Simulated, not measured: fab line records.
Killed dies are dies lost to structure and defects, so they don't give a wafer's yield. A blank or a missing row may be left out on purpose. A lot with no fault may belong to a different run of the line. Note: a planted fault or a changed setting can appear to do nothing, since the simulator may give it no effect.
fab line records :: flow berkeley-cmos170
record:
  lots: 15
  wafers: 45
  last-day: 11
route steps=331 shown M2@278
lots that met no fault: taken from a fault-free run of the same line
start-h: hours from the record's opening day to when the first of the lot's shown wafers began :: wait-h: hours from the lot's prior step to this one :: " identical to the entry in the row above :: L1.1+2: a single row standing in for several wafers :: - no value, or no start given :: * or withheld: withheld :: < > ~ a bound
route shown NAME@n: NAME is a module with steps in the file, n the number in the route of the first one :: usual: mean/standard deviation taken from wafers without a fault :: same: alike in all rows :: chamber/n: place in a boat :: sites: readings site by site :: _std_site: standard deviation of those values :: _edge_site: outer sites' mean less inner sites' :: radius-mm: how far each site lies from the wafer's centre :: mask NAME#n: copy n :: behind: the tool/chamber that last shaped the wafer :: hold: what put the lot on hold/how long, in hours/how the hold closed :: device: whichever transistor did not switch (one of n, p or np) :: end of line: the same wafers' tests at the end of the route :: where a step has no rows: the recipe by itself :: killed: not the wafer's yield, but the dies lost to structure and defects at the first sort :: map: dies across one wafer; x = killed, . = not, _ = none there
set.NAME: the setting the step ran with; set.NAME@STEP: the setting that earlier step ran with :: model.NAME: the simulator's own value behind a step, which no gauge read
route steps across a sampled set of lots; one table per step, one row per wafer
services: a tool's chamber out of use, with start hour (start-h, from the record's first day; less than 0 if before it), hours out, and reason
== steps ==
step: UCB170_M2_STRIP_07
recipe:
  chemistry: O2
  power-w: 400
  pressure-mtorr: 3500
  platen-temp-c: withheld
  o2-flow-sccm: 400
  overash-fraction: 0.5
usual:
  chamber-pressure-mTorr: 3500/3.4
  drypump-motor-current-A: 5.67/0.3
  oes-product-au: 0.734/0.0043
  overash-fraction: 0.5/0
  strip-time-to-endpoint-s: 21.96/0.065
lot.wafer: L225.1
tool: plasma-asher-04
chamber: 0
start-h: 151.63
wait-h: 0.1
chamber-pressure-mTorr: 3497
drypump-motor-current-A: 6.05
oes-product-au: 0.733
overash-fraction: 0.5
rf-hours-counter-h: 46
strip-time-to-endpoint-s: 21.86

lot.wafer: L225.2
tool: plasma-asher-04
chamber: 1
start-h: 151.63
wait-h: 0.1
chamber-pressure-mTorr: 3501
drypump-motor-current-A: 5.84
oes-product-au: 0.733
overash-fraction: 0.5
rf-hours-counter-h: 46
strip-time-to-endpoint-s: 21.78

lot.wafer: L225.3
tool: plasma-asher-04
chamber: 1
start-h: 151.63
wait-h: 0.1
chamber-pressure-mTorr: 3501
drypump-motor-current-A: 5.86
oes-product-au: 0.737
overash-fraction: 0.5
rf-hours-counter-h: -
strip-time-to-endpoint-s: 21.85

lot.wafer: L227.2
tool: plasma-asher-01
chamber: 0
start-h: 166.67
wait-h: 0.1
chamber-pressure-mTorr: 3495
drypump-motor-current-A: 5.87
oes-product-au: 0.730
overash-fraction: 0.5
rf-hours-counter-h: 5
strip-time-to-endpoint-s: 21.92

lot.wafer: L227.4
tool: plasma-asher-01
chamber: 0
start-h: 166.67
wait-h: 0.1
chamber-pressure-mTorr: 3498
drypump-motor-current-A: 5.89
oes-product-au: 0.727
overash-fraction: 0.5
rf-hours-counter-h: -
strip-time-to-endpoint-s: 21.91

lot.wafer: L227.6
tool: plasma-asher-01
chamber: 1
start-h: 166.67
wait-h: 0.1
chamber-pressure-mTorr: 3499
drypump-motor-current-A: 5.58
oes-product-au: 0.731
overash-fraction: 0.5
rf-hours-counter-h: -
strip-time-to-endpoint-s: 21.91

lot.wafer: L229.1
tool: plasma-asher-04
chamber: 0
start-h: 184.56
wait-h: 0.1
chamber-pressure-mTorr: 3504
drypump-motor-current-A: 6.04
oes-product-au: 0.734
overash-fraction: 0.5
rf-hours-counter-h: 50
strip-time-to-endpoint-s: 22.00

lot.wafer: L229.2
tool: plasma-asher-04
chamber: 1
start-h: 184.56
wait-h: 0.1
chamber-pressure-mTorr: 3495
drypump-motor-current-A: 5.83
oes-product-au: 0.728
overash-fraction: 0.5
rf-hours-counter-h: 50
strip-time-to-endpoint-s: 22.06

lot.wafer: L229.5
tool: plasma-asher-04
chamber: 0
start-h: 184.56
wait-h: 0.1
chamber-pressure-mTorr: 3500
drypump-motor-current-A: 6.03
oes-product-au: 0.732
overash-fraction: 0.5
rf-hours-counter-h: -
strip-time-to-endpoint-s: 22.05

lot.wafer: L228.3
tool: plasma-asher-02
chamber: 1
start-h: 185.23
wait-h: 0.1
chamber-pressure-mTorr: 3495
drypump-motor-current-A: 5.25
oes-product-au: 0.736
overash-fraction: 0.5
rf-hours-counter-h: -
strip-time-to-endpoint-s: 21.97

lot.wafer: L228.4
tool: plasma-asher-02
chamber: 0
start-h: 185.23
wait-h: 0.1
chamber-pressure-mTorr: 3500
drypump-motor-current-A: 5.26
oes-product-au: 0.733
overash-fraction: 0.5
rf-hours-counter-h: -
strip-time-to-endpoint-s: 22.00

lot.wafer: L228.5
tool: plasma-asher-02
chamber: 0
start-h: 185.23
wait-h: 0.1
chamber-pressure-mTorr: 3496
drypump-motor-current-A: 5.26
oes-product-au: 0.730
overash-fraction: 0.5
rf-hours-counter-h: -
strip-time-to-endpoint-s: 22.00

lot.wafer: L235.1
tool: plasma-asher-04
chamber: 0
start-h: 191.28
wait-h: 0.1
chamber-pressure-mTorr: -
drypump-motor-current-A: -
oes-product-au: -
overash-fraction: -
rf-hours-counter-h: -
strip-time-to-endpoint-s: -

lot.wafer: L235.3
tool: plasma-asher-04
chamber: 0
start-h: 191.28
wait-h: 0.1
chamber-pressure-mTorr: -
drypump-motor-current-A: -
oes-product-au: -
overash-fraction: -
rf-hours-counter-h: -
strip-time-to-endpoint-s: -

lot.wafer: L235.4
tool: plasma-asher-04
chamber: 1
start-h: 191.28
wait-h: 0.1
chamber-pressure-mTorr: -
drypump-motor-current-A: -
oes-product-au: -
overash-fraction: -
rf-hours-counter-h: -
strip-time-to-endpoint-s: -

lot.wafer: L232.1
tool: plasma-asher-04
chamber: 0
start-h: 191.50
wait-h: 0.1
chamber-pressure-mTorr: -
drypump-motor-current-A: -
oes-product-au: -
overash-fraction: -
rf-hours-counter-h: -
strip-time-to-endpoint-s: -

lot.wafer: L232.5
tool: plasma-asher-04
chamber: 0
start-h: 191.50
wait-h: 0.1
chamber-pressure-mTorr: -
drypump-motor-current-A: -
oes-product-au: -
overash-fraction: -
rf-hours-counter-h: -
strip-time-to-endpoint-s: -

lot.wafer: L232.6
tool: plasma-asher-04
chamber: 1
start-h: 191.50
wait-h: 0.1
chamber-pressure-mTorr: -
drypump-motor-current-A: -
oes-product-au: -
overash-fraction: -
rf-hours-counter-h: -
strip-time-to-endpoint-s: -

lot.wafer: L236.1
tool: plasma-asher-02
chamber: 0
start-h: 215.74
wait-h: 0.1
chamber-pressure-mTorr: -
drypump-motor-current-A: -
oes-product-au: -
overash-fraction: -
rf-hours-counter-h: -
strip-time-to-endpoint-s: -

lot.wafer: L236.4
tool: plasma-asher-02
chamber: 0
start-h: 215.74
wait-h: 0.1
chamber-pressure-mTorr: -
drypump-motor-current-A: -
oes-product-au: -
overash-fraction: -
rf-hours-counter-h: -
strip-time-to-endpoint-s: -

lot.wafer: L236.6
tool: plasma-asher-02
chamber: 1
start-h: 215.74
wait-h: 0.1
chamber-pressure-mTorr: -
drypump-motor-current-A: -
oes-product-au: -
overash-fraction: -
rf-hours-counter-h: -
strip-time-to-endpoint-s: -

lot.wafer: L241.3
tool: plasma-asher-04
chamber: 1
start-h: 231.02
wait-h: 0.1
chamber-pressure-mTorr: 3498
drypump-motor-current-A: 5.84
oes-product-au: 0.726
overash-fraction: 0.5
rf-hours-counter-h: -
strip-time-to-endpoint-s: 22.00

lot.wafer: L241.4
tool: plasma-asher-04
chamber: 0
start-h: 231.02
wait-h: 0.1
chamber-pressure-mTorr: 3496
drypump-motor-current-A: 6.06
oes-product-au: 0.734
overash-fraction: 0.5
rf-hours-counter-h: -
strip-time-to-endpoint-s: 21.98

lot.wafer: L241.5
tool: plasma-asher-04
chamber: 1
start-h: 231.02
wait-h: 0.1
chamber-pressure-mTorr: 3507
drypump-motor-current-A: 5.86
oes-product-au: 0.734
overash-fraction: 0.5
rf-hours-counter-h: -
strip-time-to-endpoint-s: 21.94

lot.wafer: L239.2
tool: plasma-asher-02
chamber: 1
start-h: 235.32
wait-h: 0.1
chamber-pressure-mTorr: 3501
drypump-motor-current-A: 5.26
oes-product-au: 0.735
overash-fraction: 0.5
rf-hours-counter-h: 54
strip-time-to-endpoint-s: 22.00

lot.wafer: L239.4
tool: plasma-asher-02
chamber: 0
start-h: 235.32
wait-h: 0.1
chamber-pressure-mTorr: 3497
drypump-motor-current-A: 5.28
oes-product-au: 0.728
overash-fraction: 0.5
rf-hours-counter-h: -
strip-time-to-endpoint-s: 22.02

lot.wafer: L239.5
tool: plasma-asher-02
chamber: 0
start-h: 235.32
wait-h: 0.1
chamber-pressure-mTorr: 3505
drypump-motor-current-A: 5.28
oes-product-au: 0.735
overash-fraction: 0.5
rf-hours-counter-h: -
strip-time-to-endpoint-s: 21.96

lot.wafer: L240.2
tool: plasma-asher-01
chamber: 0
start-h: 235.40
wait-h: 0.1
chamber-pressure-mTorr: 3495
drypump-motor-current-A: 5.87
oes-product-au: 0.736
overash-fraction: 0.5
rf-hours-counter-h: 13
strip-time-to-endpoint-s: 22.00

lot.wafer: L240.4
tool: plasma-asher-01
chamber: 0
start-h: 235.40
wait-h: 0.1
chamber-pressure-mTorr: 3501
drypump-motor-current-A: 5.86
oes-product-au: 0.731
overash-fraction: 0.5
rf-hours-counter-h: -
strip-time-to-endpoint-s: 22.03

lot.wafer: L240.6
tool: plasma-asher-01
chamber: 1
start-h: 235.40
wait-h: 0.1
chamber-pressure-mTorr: 3495
drypump-motor-current-A: 5.58
oes-product-au: 0.728
overash-fraction: 0.5
rf-hours-counter-h: -
strip-time-to-endpoint-s: 21.99

lot.wafer: L242.1
tool: plasma-asher-04
chamber: 1
start-h: 245.26
wait-h: 0.1
chamber-pressure-mTorr: 3503
drypump-motor-current-A: 5.87
oes-product-au: 0.739
overash-fraction: 0.5
rf-hours-counter-h: 57
strip-time-to-endpoint-s: 22.03

lot.wafer: L242.4
tool: plasma-asher-04
chamber: 0
start-h: 245.26
wait-h: 0.1
chamber-pressure-mTorr: 3496
drypump-motor-current-A: 6.05
oes-product-au: 0.734
overash-fraction: 0.5
rf-hours-counter-h: -
strip-time-to-endpoint-s: 22.08

lot.wafer: L242.5
tool: plasma-asher-04
chamber: 1
start-h: 245.26
wait-h: 0.1
chamber-pressure-mTorr: 3504
drypump-motor-current-A: 5.88
oes-product-au: 0.738
overash-fraction: 0.5
rf-hours-counter-h: -
strip-time-to-endpoint-s: 21.96

lot.wafer: L243.1
tool: plasma-asher-02
chamber: 0
start-h: 250.54
wait-h: 0.1
chamber-pressure-mTorr: 3500
drypump-motor-current-A: 5.29
oes-product-au: 0.734
overash-fraction: 0.5
rf-hours-counter-h: 56
strip-time-to-endpoint-s: 21.95

lot.wafer: L243.4
tool: plasma-asher-02
chamber: 1
start-h: 250.54
wait-h: 0.1
chamber-pressure-mTorr: 3504
drypump-motor-current-A: 5.25
oes-product-au: 0.733
overash-fraction: 0.5
rf-hours-counter-h: -
strip-time-to-endpoint-s: 22.02

lot.wafer: L243.5
tool: plasma-asher-02
chamber: 0
start-h: 250.54
wait-h: 0.1
chamber-pressure-mTorr: 3502
drypump-motor-current-A: 5.27
oes-product-au: 0.733
overash-fraction: 0.5
rf-hours-counter-h: -
strip-time-to-endpoint-s: 22.02

lot.wafer: L244.1
tool: plasma-asher-01
chamber: 1
start-h: 250.71
wait-h: 0.1
chamber-pressure-mTorr: 3495
drypump-motor-current-A: 5.59
oes-product-au: 0.742
overash-fraction: 0.5
rf-hours-counter-h: 15
strip-time-to-endpoint-s: 21.92

lot.wafer: L244.5
tool: plasma-asher-01
chamber: 0
start-h: 250.71
wait-h: 0.1
chamber-pressure-mTorr: 3499
drypump-motor-current-A: 5.88
oes-product-au: 0.732
overash-fraction: 0.5
rf-hours-counter-h: -
strip-time-to-endpoint-s: 21.88

lot.wafer: L244.6
tool: plasma-asher-01
chamber: 1
start-h: 250.71
wait-h: 0.1
chamber-pressure-mTorr: 3501
drypump-motor-current-A: 5.57
oes-product-au: 0.738
overash-fraction: 0.5
rf-hours-counter-h: -
strip-time-to-endpoint-s: 21.83

lot.wafer: L245.2
tool: plasma-asher-04
chamber: 1
start-h: 251.38
wait-h: 0.1
chamber-pressure-mTorr: 3504
drypump-motor-current-A: 5.84
oes-product-au: 0.728
overash-fraction: 0.5
rf-hours-counter-h: 58
strip-time-to-endpoint-s: 21.91

lot.wafer: L245.3
tool: plasma-asher-04
chamber: 1
start-h: 251.38
wait-h: 0.1
chamber-pressure-mTorr: 3502
drypump-motor-current-A: 5.86
oes-product-au: 0.733
overash-fraction: 0.5
rf-hours-counter-h: -
strip-time-to-endpoint-s: 21.90

lot.wafer: L245.4
tool: plasma-asher-04
chamber: 0
start-h: 251.38
wait-h: 0.1
chamber-pressure-mTorr: 3503
drypump-motor-current-A: 6.05
oes-product-au: 0.734
overash-fraction: 0.5
rf-hours-counter-h: -
strip-time-to-endpoint-s: 22.02

lot.wafer: L247.1
tool: plasma-asher-04
chamber: 1
start-h: 258.48
wait-h: 0.1
chamber-pressure-mTorr: 3505
drypump-motor-current-A: 5.83
oes-product-au: 0.735
overash-fraction: 0.5
rf-hours-counter-h: 59
strip-time-to-endpoint-s: 21.90

lot.wafer: L247.3
tool: plasma-asher-04
chamber: 1
start-h: 258.48
wait-h: 0.1
chamber-pressure-mTorr: 3494
drypump-motor-current-A: 5.86
oes-product-au: 0.732
overash-fraction: 0.5
rf-hours-counter-h: -
strip-time-to-endpoint-s: 21.95

lot.wafer: L247.4
tool: plasma-asher-04
chamber: 0
start-h: 258.48
wait-h: 0.1
chamber-pressure-mTorr: 3502
drypump-motor-current-A: 6.04
oes-product-au: 0.727
overash-fraction: 0.5
rf-hours-counter-h: -
strip-time-to-endpoint-s: 21.89
== services ==
tool: plasma-asher-01
chamber: -
start-h: 154.07
hours: 4.2
kind: repair

tool: plasma-asher-01
chamber: -
start-h: 201.72
hours: 0.8
kind: repair

tool: plasma-asher-04
chamber: -
start-h: 208.72
hours: 2.0
kind: repair
== key ==
first-sign:
  step: UCB170_M2_STRIP_07
  reading: tool-record
  direction: missing
effect none on later readings
met-at UCB170_M2_STRIP_07
struck-lots L232,L235,L236
onset-between 185.23 191.28
fault:
  kind: skipped-step-whole
  tool: plasma-asher-02,plasma-asher-04
  chamber: -
  onset-h: 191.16
  steps: UCB170_M2_STRIP_07
  scope: struck-lots-only
